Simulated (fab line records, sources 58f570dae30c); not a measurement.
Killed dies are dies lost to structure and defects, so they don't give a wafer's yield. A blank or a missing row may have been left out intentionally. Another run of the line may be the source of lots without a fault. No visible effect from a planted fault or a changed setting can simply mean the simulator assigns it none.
Which tool is to blame? ; flow berkeleyCmos170 ; Sampling: 7 lots, 21 wafers, 3 of 331 route steps

== WHAT EACH GAUGE READ, for each wafer ==
UCB170_M1_CD_MEAS_90: target cd 700 nm.
lot;measured;on;cdNm (nm)
L120;day 8 06:34;cdSem-01;701.0 701.4 703.6
L123;day 8 15:05;cdSem-01;702.2 700.0 702.5
L125;day 9 21:37;cdSem-01;700.1 701.0 700.0
L126;day 9 23:26;cdSem-02;698.8 695.6 696.9
L130;day 11 00:15;cdSem-01;697.1 699.6 697.1
L137;day 12 10:57;cdSem-02;699.2 699.0 702.1
L142;day 13 03:04;cdSem-01;706.0 705.0 705.3

== WHICH TOOL RAN EACH LOT (tool, then ch and the chambers of the sampled wafers, then the start) ==
lot;UCB170_CONTACT_STRIP_19;UCB170_M1_DEVELOP_08
L120;plasmaAsher-01 ch 0,1, day 8 04:26;lithoTrack-02 ch 0, day 8 05:00
L123;plasmaAsher-01 ch 0,1, day 8 12:55;lithoTrack-02 ch 0, day 8 14:00
L125;plasmaAsher-03 ch 0,1, day 9 19:41;lithoTrack-02 ch 0, day 9 21:00
L126;plasmaAsher-04 ch 0,1, day 9 21:29;lithoTrack-03 ch 0, day 9 22:00
L130;plasmaAsher-04 ch 0,1, day 10 20:25;lithoTrack-02 ch 0, day 10 23:00
L137;plasmaAsher-04 ch 0,1, day 12 09:02;lithoTrack-02 ch 0, day 12 10:00
L142;plasmaAsher-04 ch 0,1, day 13 01:01;lithoTrack-03 ch 0, day 13 02:00
- UCB170_CONTACT_STRIP_19: strips in O2.
- UCB170_M1_DEVELOP_08: develop time 45 s.

== THE ANSWER, worked out from the rows above alone ==
Rule: the usual values come from the lots themselves. The widest of any qualifying gaps counts: lots, ordered by their means at a reading, are off when they make up no more than a third of the lots, leave a main group of 4 or more, and stand apart from it by 3 or more times the standard deviation of that group's means. The tables above print the reading to a certain number of digits; a main group whose means all agree to those digits is not used. A lot without any number at a reading at which 4 lots or more have one is off too. Where the step has rows for the other lots, those lots are counted as sound.
No lot is off at any reading shown: from this, nothing can be told.

== WHAT HAD BEEN PUT IN BY THE SIMULATOR ==
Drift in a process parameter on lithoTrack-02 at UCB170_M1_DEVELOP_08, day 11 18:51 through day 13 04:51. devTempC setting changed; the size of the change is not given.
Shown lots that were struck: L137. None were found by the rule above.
